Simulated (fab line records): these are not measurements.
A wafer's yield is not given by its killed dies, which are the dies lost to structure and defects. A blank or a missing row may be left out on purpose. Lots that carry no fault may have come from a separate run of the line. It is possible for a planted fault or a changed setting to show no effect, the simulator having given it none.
What tool caused it?	flow berkeleyCmos170	14 lots with 42 wafers sampled at 6 steps, on a route of 331 steps

## WHAT EACH GAUGE READ, for each wafer
UCB170_V2_THK_MEAS_04. Usual: V2_POLISHED_THK 1000.1 nm, standard deviation 1.3.
lot	measured	on	V2_POLISHED_THK (nm)	flag
L415	day 8 08:26	filmMetro-04	1001.9 1000.2 1000.1	
L417	day 9 03:04	filmMetro-04	1000.7 998.4 999.5	
L419	day 9 12:37	filmMetro-04	1002.6 1002.6 1001.7	
L416	day 9 14:13	filmMetro-02	999.5 998.4 999.2	
L421	day 9 23:16	filmMetro-01	1001.0 999.9 1002.4	
L422	day 9 23:34	filmMetro-02	1000.1 1000.1 1000.5	
L425	day 10 14:20	filmMetro-01	1002.1 1002.7 1000.8	
L427	day 11 04:41	filmMetro-01	1000.1 1000.3 1000.8	
L428	day 11 05:06	filmMetro-02	999.7 998.3 999.0	
L430	day 12 04:01	filmMetro-01	999.1 998.5 1000.0	
L431	day 12 23:52	filmMetro-02	1001.8 1000.8 999.7	
L433	day 13 00:13	filmMetro-02	1001.2 999.6 1000.1	
L437	day 14 21:18	filmMetro-04	997.0 999.1 998.9	
L438	day 14 21:28	filmMetro-02	1000.9 997.9 998.8	

UCB170_M3_CD_MEAS_90: the cd target is 700 nm. Usual: 701 nm for cdNm, sd 5.
lot	measured	on	cdNm (nm)	flag
L415	day 8 14:11	cdSem-01	695 697 700	
L417	day 9 07:39	cdSem-01	695 699 704	
L419	day 9 17:31	cdSem-01	700 698 699	
L416	day 9 20:48	cdSem-01	698 702 698	
L421	day 10 04:44	cdSem-01	710 711 711	
L422	day 10 05:07	cdSem-01	702 696 697	
L425	day 10 18:56	cdSem-02	707 707 708	
L427	day 11 11:27	cdSem-01	695 693 695	
L428	day 11 11:44	cdSem-02	712 707 711	
L430	day 12 08:30	cdSem-02	- - -	OFF
L431	day 13 05:33	cdSem-02	- - -	OFF
L433	day 13 06:28	cdSem-02	702 708 703	
L437	day 15 02:32	cdSem-01	698 694 696	
L438	day 15 02:42	cdSem-02	708 705 702	

## EACH LOT AND THE TOOL THAT RAN IT (in order: tool; ch and the chambers of the sampled wafers; start)
lot	UCB170_M2_STRIP_19	UCB170_M3_STRIP_07	UCB170_M3_ETCH_17	UCB170_M3_METAL_ETCH_18
L415	plasmaAsher-02 ch 0,1, day 8 07:29	plasmaAsher-04 ch 1, day 8 12:01	rieDiel-02 ch 1,2, day 8 13:52	rieMetal-01 ch 0,1, day 8 13:54
L417	plasmaAsher-03 ch 0,1, day 9 02:13	plasmaAsher-01 ch 0,1, day 9 05:43	rieDiel-02 ch 1,2, day 9 07:17	rieMetal-01 ch 0,1, day 9 07:23
L419	plasmaAsher-04 ch 0,1, day 9 11:45	plasmaAsher-02 ch 0,1, day 9 15:10	rieDiel-02 ch 1,2, day 9 17:00	rieMetal-03 ch 0, day 9 17:02
L416	plasmaAsher-03 ch 0,1, day 9 13:22	plasmaAsher-02 ch 0,1, day 9 17:44	rieDiel-04 ch 0,3, day 9 20:27	rieMetal-02 ch 0,1, day 9 20:29
L421	plasmaAsher-03 ch 0,1, day 9 22:25	plasmaAsher-02 ch 0,1, day 10 01:41	rieDiel-04 ch 0,1,2, day 10 04:13	rieMetal-01 ch 1, day 10 04:16
L422	plasmaAsher-04 ch 0, day 9 22:41	plasmaAsher-04 ch 0, day 10 01:58	rieDiel-02 ch 0,1,3, day 10 04:28	rieMetal-02 ch 0,1, day 10 04:31
L425	plasmaAsher-02 ch 0,1, day 10 13:29	plasmaAsher-01 ch 0,1, day 10 17:07	rieDiel-03 ch 1,2, day 10 18:24	rieMetal-01 ch 1, day 10 18:30
L427	plasmaAsher-02 ch 0,1, day 11 03:49	plasmaAsher-01 ch 0,1, day 11 08:33	rieDiel-03 ch 0,1, day 11 11:06	rieMetal-02 ch 0,1, day 11 11:08
L428	plasmaAsher-02 ch 0,1, day 11 04:15	plasmaAsher-04 ch 0,1, day 11 09:11	rieDiel-04 ch 0,1,2, day 11 11:13	rieMetal-01 ch 1, day 11 11:16
L430	plasmaAsher-02 ch 1, day 12 03:08	plasmaAsher-04 ch 0,1, day 12 06:45	rieDiel-03 ch 0,1,3, day 12 08:09	rieMetal-02 ch 0, day 12 08:11
L431	plasmaAsher-04 ch 0,1, day 12 22:54	plasmaAsher-02 ch 0,1, day 13 02:37	rieDiel-03 ch 1,3, day 13 05:11	rieMetal-03 ch 0,1, day 13 05:17
L433	plasmaAsher-02 ch 0,1, day 12 23:21	plasmaAsher-02 ch 0,1, day 13 03:35	rieDiel-02 ch 1,2,3, day 13 05:47	rieMetal-01 ch 0,1, day 13 05:50
L437	plasmaAsher-03 ch 0,1, day 14 20:26	plasmaAsher-02 ch 0,1, day 15 00:18	rieDiel-03 ch 0,1,2, day 15 02:02	rieMetal-03 ch 1, day 15 02:04
L438	plasmaAsher-02 ch 0,1, day 14 20:37	plasmaAsher-02 ch 0,1, day 15 00:29	rieDiel-04 ch 0,1,3, day 15 02:22	rieMetal-01 ch 0,1, day 15 02:25
- UCB170_M2_STRIP_19: strips in O2.
- UCB170_M3_STRIP_07: strips in O2.
- UCB170_M3_ETCH_17: etches BARC in N2/H2.
- UCB170_M3_METAL_ETCH_18: etches Al in Cl2/BCl3, stops on SiO2, target depth 1170 nm, time 195 s.

## AS READ BY THE TOOLS THEMSELVES (means over the sampled wafers that have a number; for cases with no such wafer, the mark the record gives instead)
UCB170_M2_STRIP_19. Usual: drypumpMotorCurrentA 5.8 A, standard deviation 0.58; oesProductAu 0.541 a.u., standard deviation 0.029.
lot	tool	drypumpMotorCurrentA (A)	oesProductAu (a.u.)	flag
L415	plasmaAsher-02	5.8	0.553	
L417	plasmaAsher-03	5.5	0.505	
L419	plasmaAsher-04	5.7	0.568	
L416	plasmaAsher-03	5.5	0.538	
L421	plasmaAsher-03	5.5	0.552	
L422	plasmaAsher-04	5.4	0.526	
L425	plasmaAsher-02	5.8	0.545	
L427	plasmaAsher-02	5.8	0.566	
L428	plasmaAsher-02	5.8	0.527	
L430	plasmaAsher-02	5.5	0.537	
L431	plasmaAsher-04	5.6	0.551	
L433	plasmaAsher-02	5.8	0.556	
L437	plasmaAsher-03	6.0	0.553	
L438	plasmaAsher-02	5.8	0.556	

UCB170_M3_STRIP_07. Usual: drypumpMotorCurrentA 5.8 A, standard deviation 0.56; oesProductAu 0.734 a.u., standard deviation 0.0051; stripTimeToEndpointS 22.00 s, standard deviation 0.061.
lot	tool	drypumpMotorCurrentA (A)	oesProductAu (a.u.)	stripTimeToEndpointS (s)	flag
L415	plasmaAsher-04	5.8	0.741	21.96	
L417	plasmaAsher-01	5.3	0.735	22.07	
L419	plasmaAsher-02	5.9	0.740	21.97	
L416	plasmaAsher-02	5.8	0.733	22.02	
L421	plasmaAsher-02	6.2	0.733	21.96	
L422	plasmaAsher-04	5.4	0.730	22.03	
L425	plasmaAsher-01	5.3	0.736	21.99	
L427	plasmaAsher-01	5.7	0.732	22.01	
L428	plasmaAsher-04	5.5	0.738	21.96	
L430	plasmaAsher-04	5.5	0.733	22.03	
L431	plasmaAsher-02	5.9	0.727	22.02	
L433	plasmaAsher-02	5.8	0.737	21.94	
L437	plasmaAsher-02	6.2	0.737	21.90	
L438	plasmaAsher-02	5.8	0.732	22.13	

UCB170_M3_ETCH_17. Usual: biasW 100.02 W, standard deviation 0.29; chamberPressureMTorr 30.001 mTorr, standard deviation 0.027; drypumpMotorCurrentA 5.7 A, standard deviation 0.36; oesProductAu 0.998 a.u., standard deviation 0.023; throttleValvePct 13.32 %, standard deviation 0.17.
lot	tool	biasW (W)	chamberPressureMTorr (mTorr)	drypumpMotorCurrentA (A)	oesProductAu (a.u.)	throttleValvePct (%)	flag
L415	rieDiel-02	99.94	29.995	5.5	0.980	13.29	
L417	rieDiel-02	100.26	30.004	5.5	0.987	13.29	
L419	rieDiel-02	99.85	30.004	5.8	0.975	13.40	
L416	rieDiel-04	100.12	30.000	5.7	0.997	13.13	
L421	rieDiel-04	99.96	29.974	5.8	0.992	13.17	
L422	rieDiel-02	100.14	30.012	5.5	0.997	13.36	
L425	rieDiel-03	100.37	30.020	5.2	1.008	13.30	
L427	rieDiel-03	99.90	30.002	5.6	0.999	13.35	
L428	rieDiel-04	100.00	30.016	5.9	1.001	13.18	
L430	rieDiel-03	-	-	-	-	-	OFF
L431	rieDiel-03	-	-	-	-	-	OFF
L433	rieDiel-02	99.77	30.021	5.8	0.987	13.34	
L437	rieDiel-03	100.15	29.988	5.4	0.998	13.28	
L438	rieDiel-04	100.11	29.958	5.8	1.005	13.19	

UCB170_M3_METAL_ETCH_18. Usual: bcl3FlowSccm 45.01 sccm, standard deviation 0.12; biasW 120.0 W, standard deviation 0.36; drypumpMotorCurrentA 5.4 A, standard deviation 0.38; oesProductAu 0.853 a.u., standard deviation 0.017; throttleValvePct 24.48 %, standard deviation 0.26.
lot	tool	bcl3FlowSccm (sccm)	biasW (W)	drypumpMotorCurrentA (A)	oesProductAu (a.u.)	throttleValvePct (%)	flag
L415	rieMetal-01	44.98	120.1	4.9	0.852	24.61	
L417	rieMetal-01	45.01	120.0	4.8	0.848	24.61	
L419	rieMetal-03	45.02	120.3	5.3	0.857	24.41	
L416	rieMetal-02	45.01	119.9	5.6	0.859	24.65	
L421	rieMetal-01	45.03	120.1	5.0	0.839	24.56	
L422	rieMetal-02	44.89	120.1	5.6	0.870	24.64	
L425	rieMetal-01	45.00	119.7	4.9	0.846	24.55	
L427	rieMetal-02	45.03	120.1	5.8	0.868	24.70	
L428	rieMetal-01	44.99	120.2	5.0	0.829	24.56	
L430	rieMetal-02	44.76	120.0	5.5	0.376	24.82	OFF
L431	rieMetal-03	45.09	119.7	5.6	0.374	24.32	OFF
L433	rieMetal-01	45.00	120.2	4.9	0.854	24.60	
L437	rieMetal-03	44.93	119.7	5.7	0.842	23.94	
L438	rieMetal-01	45.00	119.8	4.8	0.852	24.61	

## THE ANSWER, worked out from the rows above alone
Rule: a lot is off if the mean of its wafers that have a number lies more than 3 standard deviations from the usual mean. Also off: a lot with no number at a reading for which 4 or more lots have one. Any other lot the step has rows for is counted as sound. First the gauges in route order, then the tools' own readings, where a lot's mean is used as printed above. At the first step where some lot is off, the reading lying furthest off is the one used; lots without a number count as furthest.
Off at UCB170_M3_CD_MEAS_90 (cdNm): L430, L431. Without a number there: L430, L431.
A tool fits if, at a process step before that reading, it ran every lot that is off, and no sound lot after the first of them. Not tried: the gauges at UCB170_M3_CD_MEAS_90; whatever is off there is also off at UCB170_M3_ETCH_17, on other tools, and gauge error can't account for it. Not one of the candidates tried fits.

## WHAT WAS PUT IN BY THE SIMULATOR
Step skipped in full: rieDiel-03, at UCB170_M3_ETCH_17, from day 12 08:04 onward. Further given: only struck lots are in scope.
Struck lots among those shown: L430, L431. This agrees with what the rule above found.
